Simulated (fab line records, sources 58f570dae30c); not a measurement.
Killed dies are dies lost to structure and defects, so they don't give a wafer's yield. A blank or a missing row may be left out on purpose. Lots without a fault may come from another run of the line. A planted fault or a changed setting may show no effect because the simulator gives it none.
Tool commonality check | flow berkeley_cmos170 | 15 lots, 54 wafers sampled

WHY IT WAS OPENED
At UCB170_PWELL_THK_MEAS_03 the reading PWELL_OXIDE_THK is flagged on 3 of 15 lots. Wafers without a fault read 26.4 nm, standard deviation 0.42.
Rule: a lot is flagged when every wafer of it that has a number lies more than 4 standard deviations from that mean, or none has a number. The other lots count as sound.

lot  | measured    | on            | PWELL_OXIDE_THK (nm), wafer by wafer | flag
L664 | day 3 09:50 | film_metro-02 | 26.4 26.6 26.7                       |
L665 | day 3 12:32 | film_metro-04 | 38.4 38.2 38.4 38.4 38.2 38.4        | FLAGGED
L666 | day 3 21:04 | film_metro-02 | 39.3 39.4 40.0 39.2 39.4 40.0        | FLAGGED
L669 | day 4 09:06 | film_metro-02 | 26.9 26.9 26.6                       |
L668 | day 4 13:26 | film_metro-04 | 40.1 39.3 39.9 40.1 39.3 39.9        | FLAGGED
L675 | day 5 13:31 | film_metro-01 | 26.6 26.2 26.5                       |
L677 | day 5 19:19 | film_metro-02 | 26.8 26.8 26.7                       |
L679 | day 6 00:29 | film_metro-01 | 26.3 26.5 26.6                       |
L681 | day 6 15:07 | film_metro-04 | 27.1 27.2 27.2                       |
L682 | day 6 15:07 | film_metro-01 | 26.9 26.7 26.4                       |
L680 | day 6 15:08 | film_metro-02 | 26.6 26.8 26.6                       |
L683 | day 6 23:04 | film_metro-04 | 25.4 25.7 26.0                       |
L684 | day 6 23:07 | film_metro-04 | 26.2 26.3 26.1                       |
L686 | day 7 08:50 | film_metro-04 | 26.5 25.9 25.8                       |
L685 | day 7 08:51 | film_metro-02 | 26.1 26.4 26.5                       |
The numbers of the flagged lots are 39.2 nm on average: +12.8 nm against the usual, or +31 standard deviations.

WHICH TOOL RAN EACH LOT
The record holds 1 process step before the reading, out of a route of 331 steps. In each cell: the tool, then ch and the chambers that the sampled wafers went through, then the start.
lot  | flag    | UCB170_PWELL_OXIDATION_02
L664 |         | furnace-04 ch 0, day 3 08:29
L665 | FLAGGED | furnace-04 ch 0, day 3 08:29
L666 | FLAGGED | furnace-02 ch 0, day 3 15:47
L669 |         | furnace-01 ch 0, day 4 07:44
L668 | FLAGGED | furnace-01 ch 0, day 4 07:44
L675 |         | furnace-01 ch 0, day 5 12:06
L677 |         | furnace-02 ch 0, day 5 17:58
L679 |         | furnace-01 ch 0, day 5 23:08
L681 |         | furnace-02 ch 0, day 6 13:46
L682 |         | furnace-02 ch 0, day 6 13:46
L680 |         | furnace-02 ch 0, day 6 13:46
L683 |         | furnace-01 ch 0, day 6 21:42
L684 |         | furnace-01 ch 0, day 6 21:42
L686 |         | furnace-01 ch 0, day 7 07:29
L685 |         | furnace-01 ch 0, day 7 07:29
What these steps do:
- UCB170_PWELL_OXIDATION_02: target thk 26.4 nm, ox time 1260 s.
- UCB170_PWELL_THK_MEAS_03

FLAGGED OVER TOTAL, TOOL BY TOOL (the gauges that took the reading come last)
step                      | tool          | lots run | flagged | share of the flagged lots | sound lots run after its first flagged lot
UCB170_PWELL_OXIDATION_02 | furnace-01    | 8        | 1       | some                      | 6 (L675,L679,L683,L684,L685,L686)
UCB170_PWELL_OXIDATION_02 | furnace-02    | 5        | 1       | some                      | 4 (L677,L680,L681,L682)
UCB170_PWELL_OXIDATION_02 | furnace-04    | 2        | 1       | some                      | 0
UCB170_PWELL_THK_MEAS_03  | film_metro-01 | 3        | 0       | none                      | -
UCB170_PWELL_THK_MEAS_03  | film_metro-02 | 6        | 1       | some                      | 4 (L669,L677,L680,L685)
UCB170_PWELL_THK_MEAS_03  | film_metro-04 | 6        | 2       | some                      | 4 (L681,L683,L684,L686)

WHAT THE TABLE ALLOWS
No row of the table ran every flagged lot.

WHAT THE SIMULATOR HAD PUT IN
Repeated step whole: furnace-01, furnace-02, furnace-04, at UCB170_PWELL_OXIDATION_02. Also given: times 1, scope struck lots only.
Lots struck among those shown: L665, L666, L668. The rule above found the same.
